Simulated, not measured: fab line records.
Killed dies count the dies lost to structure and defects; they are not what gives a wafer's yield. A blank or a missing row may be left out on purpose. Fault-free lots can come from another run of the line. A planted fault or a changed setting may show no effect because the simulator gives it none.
What tool caused it? || flow ritCmos || 42 wafers from 14 lots sampled at 5 of the route's 202 steps

== WHAT THE GAUGES SHOWED, per wafer ==
RIT_ACTIVE_BOW_MEAS_00. Usual: for INCOMING_BOW the level is 0 um and the standard deviation is 6.9.
{"lot": "L723", "measured": "day 1 10:00", "on": "filmMetro-04", "INCOMING_BOW (um)": "-3 -5 4", "flag": ""}
{"lot": "L724", "measured": "day 1 15:00", "on": "filmMetro-01", "INCOMING_BOW (um)": "8 -8 -8", "flag": ""}
{"lot": "L725", "measured": "day 1 20:01", "on": "filmMetro-01", "INCOMING_BOW (um)": "4 -8 -3", "flag": ""}
{"lot": "L726", "measured": "day 2 01:00", "on": "filmMetro-01", "INCOMING_BOW (um)": "8 -17 10", "flag": ""}
{"lot": "L729", "measured": "day 2 16:04", "on": "filmMetro-03", "INCOMING_BOW (um)": "-5 0 1", "flag": ""}
{"lot": "L730", "measured": "day 2 21:00", "on": "filmMetro-03", "INCOMING_BOW (um)": "0 -5 -3", "flag": ""}
{"lot": "L732", "measured": "day 3 07:00", "on": "filmMetro-01", "INCOMING_BOW (um)": "6 10 2", "flag": ""}
{"lot": "L734", "measured": "day 3 17:01", "on": "filmMetro-01", "INCOMING_BOW (um)": "2 10 0", "flag": ""}
{"lot": "L736", "measured": "day 4 03:00", "on": "filmMetro-04", "INCOMING_BOW (um)": "-4 -3 11", "flag": ""}
{"lot": "L740", "measured": "day 4 23:01", "on": "filmMetro-01", "INCOMING_BOW (um)": "-1 -4 -1", "flag": ""}
{"lot": "L741", "measured": "day 5 04:01", "on": "filmMetro-01", "INCOMING_BOW (um)": "6 7 1", "flag": ""}
{"lot": "L742", "measured": "day 5 09:04", "on": "filmMetro-03", "INCOMING_BOW (um)": "-3 -2 -1", "flag": ""}
{"lot": "L744", "measured": "day 5 19:02", "on": "filmMetro-01", "INCOMING_BOW (um)": "13 10 5", "flag": ""}
{"lot": "L745", "measured": "day 6 00:04", "on": "filmMetro-04", "INCOMING_BOW (um)": "1 0 7", "flag": ""}

RIT_ACTIVE_CD_MEAS_11 targets a cd of 1400 nm. Usual: cdNm 1400.1 nm, standard deviation 1.9.
{"lot": "L723", "measured": "day 1 15:09", "on": "cdSem-02", "cdNm (nm)": "1400.1 1402.5 1402.8", "flag": ""}
{"lot": "L724", "measured": "day 1 19:34", "on": "cdSem-01", "cdNm (nm)": "1401.5 1399.4 1400.3", "flag": ""}
{"lot": "L725", "measured": "day 2 00:35", "on": "cdSem-01", "cdNm (nm)": "1400.1 1399.6 1401.9", "flag": ""}
{"lot": "L726", "measured": "day 2 05:34", "on": "cdSem-01", "cdNm (nm)": "1399.5 1397.5 1397.3", "flag": ""}
{"lot": "L729", "measured": "day 2 20:30", "on": "cdSem-02", "cdNm (nm)": "1399.5 1401.7 1399.7", "flag": ""}
{"lot": "L730", "measured": "day 3 02:16", "on": "cdSem-02", "cdNm (nm)": "1400.1 1399.0 1400.0", "flag": ""}
{"lot": "L732", "measured": "day 3 11:33", "on": "cdSem-01", "cdNm (nm)": "1405.3 1404.0 1404.6", "flag": ""}
{"lot": "L734", "measured": "day 3 22:17", "on": "cdSem-02", "cdNm (nm)": "1400.1 1398.7 1398.0", "flag": ""}
{"lot": "L736", "measured": "day 4 08:09", "on": "cdSem-02", "cdNm (nm)": "1396.8 1399.1 1399.9", "flag": ""}
{"lot": "L740", "measured": "day 5 04:17", "on": "cdSem-01", "cdNm (nm)": "1400.2 1400.9 1402.5", "flag": ""}
{"lot": "L741", "measured": "day 5 12:07", "on": "cdSem-01", "cdNm (nm)": "1402.6 1401.9 1403.3", "flag": ""}
{"lot": "L742", "measured": "day 5 14:59", "on": "cdSem-01", "cdNm (nm)": "1400.3 1399.8 1401.6", "flag": ""}
{"lot": "L744", "measured": "day 6 01:45", "on": "cdSem-02", "cdNm (nm)": "1402.2 1400.6 1400.6", "flag": ""}
{"lot": "L745", "measured": "day 6 06:20", "on": "cdSem-01", "cdNm (nm)": "1399.5 1400.4 1401.7", "flag": ""}

RIT_SDANNEAL_RS_MEAS_05: measures by four-point-probe. Usual: for NSD_RS the level is 84.62 ohm/sq and the standard deviation is 0.27.
{"lot": "L723", "measured": "day 3 02:10", "on": "filmMetro-03", "NSD_RS (ohm/sq)": "84.87 84.47 84.62", "flag": ""}
{"lot": "L724", "measured": "day 3 06:23", "on": "filmMetro-03", "NSD_RS (ohm/sq)": "84.30 84.51 84.65", "flag": ""}
{"lot": "L725", "measured": "day 3 12:23", "on": "filmMetro-04", "NSD_RS (ohm/sq)": "84.46 84.85 84.76", "flag": ""}
{"lot": "L726", "measured": "day 3 18:58", "on": "filmMetro-04", "NSD_RS (ohm/sq)": "84.94 85.01 84.80", "flag": ""}
{"lot": "L729", "measured": "day 4 08:10", "on": "filmMetro-01", "NSD_RS (ohm/sq)": "84.71 84.72 84.61", "flag": ""}
{"lot": "L730", "measured": "day 4 15:20", "on": "filmMetro-03", "NSD_RS (ohm/sq)": "84.86 84.96 84.36", "flag": ""}
{"lot": "L732", "measured": "day 5 03:55", "on": "filmMetro-03", "NSD_RS (ohm/sq)": "85.62 85.99 85.78", "flag": "OFF"}
{"lot": "L734", "measured": "day 5 13:55", "on": "filmMetro-04", "NSD_RS (ohm/sq)": "84.75 84.90 84.59", "flag": ""}
{"lot": "L736", "measured": "day 6 06:19", "on": "filmMetro-04", "NSD_RS (ohm/sq)": "85.42 85.54 85.35", "flag": "OFF"}
{"lot": "L740", "measured": "day 6 21:25", "on": "filmMetro-03", "NSD_RS (ohm/sq)": "84.24 84.19 84.20", "flag": ""}
{"lot": "L741", "measured": "day 7 01:14", "on": "filmMetro-04", "NSD_RS (ohm/sq)": "84.40 84.47 84.47", "flag": ""}
{"lot": "L742", "measured": "day 7 05:43", "on": "filmMetro-01", "NSD_RS (ohm/sq)": "85.10 84.89 85.07", "flag": ""}
{"lot": "L744", "measured": "day 7 13:26", "on": "filmMetro-01", "NSD_RS (ohm/sq)": "84.25 84.22 84.43", "flag": ""}
{"lot": "L745", "measured": "day 7 17:06", "on": "filmMetro-04", "NSD_RS (ohm/sq)": "84.66 84.97 84.67", "flag": ""}

RIT_CONTACT_CD_MEAS_08 targets a cd of 1000 nm. Usual: cdNm 1000.3 nm, standard deviation 2.2.
{"lot": "L723", "measured": "day 3 04:17", "on": "cdSem-01", "cdNm (nm)": "996.5 997.6 998.8", "flag": ""}
{"lot": "L724", "measured": "day 3 08:28", "on": "cdSem-02", "cdNm (nm)": "1002.2 1002.3 1003.7", "flag": ""}
{"lot": "L725", "measured": "day 3 14:20", "on": "cdSem-02", "cdNm (nm)": "999.2 1002.0 1001.8", "flag": ""}
{"lot": "L726", "measured": "day 3 20:57", "on": "cdSem-02", "cdNm (nm)": "999.7 1000.6 999.2", "flag": ""}
{"lot": "L729", "measured": "day 4 10:08", "on": "cdSem-02", "cdNm (nm)": "1001.4 999.4 1000.9", "flag": ""}
{"lot": "L730", "measured": "day 4 17:25", "on": "cdSem-02", "cdNm (nm)": "996.9 997.2 998.3", "flag": ""}
{"lot": "L732", "measured": "day 5 06:03", "on": "cdSem-01", "cdNm (nm)": "1001.2 999.5 999.9", "flag": ""}
{"lot": "L734", "measured": "day 5 15:54", "on": "cdSem-01", "cdNm (nm)": "1001.2 1000.3 1000.0", "flag": ""}
{"lot": "L736", "measured": "day 6 08:23", "on": "cdSem-01", "cdNm (nm)": "1001.2 1001.5 1003.6", "flag": ""}
{"lot": "L740", "measured": "day 6 23:23", "on": "cdSem-02", "cdNm (nm)": "1001.3 1001.7 998.3", "flag": ""}
{"lot": "L741", "measured": "day 7 03:30", "on": "cdSem-01", "cdNm (nm)": "997.8 999.8 996.9", "flag": ""}
{"lot": "L742", "measured": "day 7 07:48", "on": "cdSem-01", "cdNm (nm)": "1001.2 1000.7 1002.7", "flag": ""}
{"lot": "L744", "measured": "day 7 15:27", "on": "cdSem-02", "cdNm (nm)": "1002.8 1002.4 1000.8", "flag": ""}
{"lot": "L745", "measured": "day 7 19:13", "on": "cdSem-02", "cdNm (nm)": "999.7 998.9 1001.2", "flag": ""}

== WHAT TOOL EACH LOT RAN ON (gives the tool, then ch and the chambers of the sampled wafers, and finally the start) ==
{"lot": "L723", "RIT_NSD_IMPLANT_08": "implanter-04 ch 0, day 2 23:49"}
{"lot": "L724", "RIT_NSD_IMPLANT_08": "implanter-01 ch 0, day 3 04:02"}
{"lot": "L725", "RIT_NSD_IMPLANT_08": "implanter-03 ch 0, day 3 09:53"}
{"lot": "L726", "RIT_NSD_IMPLANT_08": "implanter-01 ch 0, day 3 16:32"}
{"lot": "L729", "RIT_NSD_IMPLANT_08": "implanter-01 ch 0, day 4 05:42"}
{"lot": "L730", "RIT_NSD_IMPLANT_08": "implanter-03 ch 0, day 4 12:52"}
{"lot": "L732", "RIT_NSD_IMPLANT_08": "implanter-01 ch 0, day 5 01:34"}
{"lot": "L734", "RIT_NSD_IMPLANT_08": "implanter-03 ch 0, day 5 11:34"}
{"lot": "L736", "RIT_NSD_IMPLANT_08": "implanter-01 ch 0, day 6 03:58"}
{"lot": "L740", "RIT_NSD_IMPLANT_08": "implanter-03 ch 0, day 6 18:55"}
{"lot": "L741", "RIT_NSD_IMPLANT_08": "implanter-03 ch 0, day 6 22:26"}
{"lot": "L742", "RIT_NSD_IMPLANT_08": "implanter-03 ch 0, day 7 03:13"}
{"lot": "L744", "RIT_NSD_IMPLANT_08": "implanter-03 ch 0, day 7 10:56"}
{"lot": "L745", "RIT_NSD_IMPLANT_08": "implanter-04 ch 0, day 7 14:46"}
- RIT_NSD_IMPLANT_08

== WHAT THE TOOLS THEMSELVES READ (means of the sampled wafers that have a number; where no wafer has one, the mark that the record gives instead) ==
RIT_NSD_IMPLANT_08. Usual: doseIonsCm2 9.999e+14, standard deviation 1.1e+12; endStationPressureTorr 7.5e-06 Torr, standard deviation 4e-07.
{"lot": "L723", "tool": "implanter-04", "doseIonsCm2": 9.993e+14, "endStationPressureTorr (Torr)": 7.4e-06, "flag": ""}
{"lot": "L724", "tool": "implanter-01", "doseIonsCm2": 1.001e+15, "endStationPressureTorr (Torr)": 7.7e-06, "flag": ""}
{"lot": "L725", "tool": "implanter-03", "doseIonsCm2": 9.989e+14, "endStationPressureTorr (Torr)": 7.5e-06, "flag": ""}
{"lot": "L726", "tool": "implanter-01", "doseIonsCm2": 1.000e+15, "endStationPressureTorr (Torr)": 7.5e-06, "flag": ""}
{"lot": "L729", "tool": "implanter-01", "doseIonsCm2": 9.993e+14, "endStationPressureTorr (Torr)": 7.5e-06, "flag": ""}
{"lot": "L730", "tool": "implanter-03", "doseIonsCm2": 9.984e+14, "endStationPressureTorr (Torr)": 7.8e-06, "flag": ""}
{"lot": "L732", "tool": "implanter-01", "doseIonsCm2": 9.853e+14, "endStationPressureTorr (Torr)": 7.6e-06, "flag": "OFF"}
{"lot": "L734", "tool": "implanter-03", "doseIonsCm2": 9.997e+14, "endStationPressureTorr (Torr)": 7.8e-06, "flag": ""}
{"lot": "L736", "tool": "implanter-01", "doseIonsCm2": 9.841e+14, "endStationPressureTorr (Torr)": 7.9e-06, "flag": "OFF"}
{"lot": "L740", "tool": "implanter-03", "doseIonsCm2": 1.002e+15, "endStationPressureTorr (Torr)": 7.8e-06, "flag": ""}
{"lot": "L741", "tool": "implanter-03", "doseIonsCm2": 1.000e+15, "endStationPressureTorr (Torr)": 8.2e-06, "flag": ""}
{"lot": "L742", "tool": "implanter-03", "doseIonsCm2": 9.994e+14, "endStationPressureTorr (Torr)": 7.3e-06, "flag": ""}
{"lot": "L744", "tool": "implanter-03", "doseIonsCm2": 1.000e+15, "endStationPressureTorr (Torr)": 7.1e-06, "flag": ""}
{"lot": "L745", "tool": "implanter-04", "doseIonsCm2": 1.000e+15, "endStationPressureTorr (Torr)": 7.8e-06, "flag": ""}

== THE ANSWER, worked out from the rows above alone ==
Rule: take the mean of a lot's wafers that have a number; if it is more than 3 standard deviations from the usual mean, the lot is off. Also off: a lot with no number at a reading for which 4 or more lots have one. All remaining lots with rows at the step are treated as sound. The gauges are gone through in route order, then the tools' own readings, and for those a lot's mean is taken as printed above. At the first step where some lot is off, the reading lying furthest off is the one used; lots without a number count as furthest.
Off: L732, L736, at RIT_SDANNEAL_RS_MEAS_05 (NSD_RS).
A tool fits if, at a process step before that reading, it ran every lot that is off, and no sound lot after the first of them. The gauges at RIT_SDANNEAL_RS_MEAS_05 aren't tried: what is off there is off at RIT_NSD_IMPLANT_08 too, on other tools, and a gauge's error can't cause that. One fits: RIT_NSD_IMPLANT_08 on implanter-01. A fault onset in the window from L729 (day 4 05:42, its last sound lot) to L732 (day 5 01:34, its first lot off) fits.
On the lots that are off, the tool's own readings at RIT_NSD_IMPLANT_08 differ by more than 5 times the standard deviation of the sound lots' means, which bears it out; doseIonsCm2 reads 9.847e+14 there versus 9.998e+14 on the sound lots.

== WHAT THE SIMULATOR PUT IN ==
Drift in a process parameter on implanter-01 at RIT_NSD_IMPLANT_08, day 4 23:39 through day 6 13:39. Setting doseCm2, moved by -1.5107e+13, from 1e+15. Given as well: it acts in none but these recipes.
Struck lots among those shown: L732, L736. The rule above found the same.
